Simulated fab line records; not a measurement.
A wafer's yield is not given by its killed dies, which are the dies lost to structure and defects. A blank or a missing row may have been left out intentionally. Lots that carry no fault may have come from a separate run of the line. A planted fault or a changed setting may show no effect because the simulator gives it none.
Matching of chambers -- flow rit-cmos -- wet-bench-04 running RIT_FOX2_WET_ETCH_03: 3 sister chambers
The step etches Si3N4 in H3PO4, target depth 195 nm, time 2700 s. 6 wafers are shown with their chamber, then 5 later ones without.

== WAFERS PAIRED WITH THEIR CHAMBERS ==
wafer,chamber,bath-heat-duty-pct (%),bath-guard-temp-C (C)
L186.2,0,28,165.0
L186.5,0,29,164.7
L188.4,1,27,164.6
L204.2,3,37,164.7
L204.4,3,39,165.2
L205.1,1,28,164.7

== WAFERS WITH NO CHAMBER GIVEN ==
wafer,bath-heat-duty-pct (%),bath-guard-temp-C (C)
L205.4,27,164.7
L205.6,28,164.5
L206.1,38,165.0
L206.2,39,164.9
L206.5,38,164.7

== WHICH CHAMBER EACH WENT THROUGH ==
wafer,from the rows above,in truth
L205.4,can't be placed: 1 or 0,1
L205.6,can't be placed: 1 or 0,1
L206.1,3,3
L206.2,3,3
L206.5,3,3
3 of 5 placed correctly. Cannot be placed on the basis of these rows: 2; the candidates contain the true chamber in 2. Wrongly placed: 0.
How it was worked out, from the rows above alone: a wafer's distance from a chamber is the root of the sum, over the readings, of the square of ((its reading less the chamber's mean) divided by the reading's scatter). The wafer belongs to the nearest chamber; if the next one is less than 2 further off, it can't be placed. A chamber's mean is the mean of its shown wafers. The scatter: the root of (the sum of the squares of (reading less its chamber's mean) over the shown wafers, divided by (wafers less chambers)).
